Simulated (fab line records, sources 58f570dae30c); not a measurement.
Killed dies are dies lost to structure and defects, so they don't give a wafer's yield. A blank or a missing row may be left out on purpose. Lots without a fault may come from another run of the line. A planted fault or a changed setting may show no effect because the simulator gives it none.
Problem report in the 8D (eight disciplines) form, filled by code | flow berkeley_cmos170 | the parts of the form that need people (team, actions taken, sign-off) are left out

1. THE PROBLEM
cd_nm at UCB170_V1_CD_MEAS_12 reads a mean of 708.9 nm on 6 wafers of 2 lots; wafers without a fault read 699.5 nm with a standard deviation of 1.3. That is +7.2 standard deviations from the usual mean.
The step: target cd 700 nm.
First seen on wafer L469.1, day 12 04:24, on cd_sem-01. The record holds 42 wafers of 14 lots with a number at this step. Rule for "out", or "out of limits": more than 4 standard deviations from the usual mean. The other wafers with a number count as sound.

2. WHAT IT IS AND WHAT IT IS NOT
question                    | is                     | is not
which readings at this step | cd_nm                  | -
which lots                  | L469, L471             | L453, L454, L455, L456, L457, L458, L461, L462, L463, L467, L468, L472
which wafers of those lots  | all that have a number | -
read on which gauges        | cd_sem-01              | cd_sem-02
when                        | from day 12 04:24      | up to then (30 sound wafers); but 6 sound wafers of L467, L472 came after

3. SUSPECTS, AND WHAT RULES EACH OUT
Counting: a tool at a process step up to the reading stays a suspect if it ran every lot that is out and no sound lot after the first of them.
- the gauge at UCB170_V1_CD_MEAS_12: ruled out. All the wafers that are out were read on cd_sem-01, but those of them that UCB170_V1_PEB_10 has rows for are out there too, on other tools.
- litho_track-02 at UCB170_V1_PEB_10: kept. It ran every lot that is out, first L469 (day 12 04:07), and no sound lot after that; its last sound lot up to then is L462 (day 10 10:28). Its own readings are out on those wafers: heater_power_total_W, plate_temp_C.
Left after counting: litho_track-02 at UCB170_V1_PEB_10.

4. THE CAUSE (what the simulator had put in)
Process parameter drift: litho_track-02, from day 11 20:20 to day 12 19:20, at UCB170_V1_PEB_10. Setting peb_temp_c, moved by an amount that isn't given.
Counting left only this tool.

5. THE CHAIN OF EFFECTS, in route order
Each row: a reading whose mean over the struck wafers that have a number lies more than 3 standard deviations from the usual. Only readings for which the record gives a usual standard deviation are gone through. hours: the time from each lot's start at the first step in this table that gives one to its start at this step, as a median over the lots. sigmas: the change in usual standard deviations.
hours | step                 | reading              | usual    | on struck wafers | change | sigmas
0     | UCB170_V1_PEB_10     | heater_power_total_W | 56.80 W  | 57.90            | +1.10  | +23
0     | UCB170_V1_PEB_10     | plate_temp_C         | 130.02 C | 132.09           | +2.07  | +17
0     | UCB170_V1_CD_MEAS_12 | cd_nm                | 699.5 nm | 708.9            | +9.4   | +7.2
The process steps in it:
- UCB170_V1_PEB_10

6. WHAT WOULD HAVE CAUGHT IT SOONER
In this record the first reading out of limits at a measuring or inspecting step was taken at day 12 04:24, 8 hours after the fault began at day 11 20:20.
The tool's own readings at UCB170_V1_PEB_10 were out on every struck wafer that the step has a row for (heater_power_total_W, plate_temp_C): an alarm limit on them would have fired on the first of those.
Of the lots that are out (2), L471 began UCB170_V1_PEB_10 on litho_track-02 after day 12 04:24. A hold on the tool at that time would have spared it.
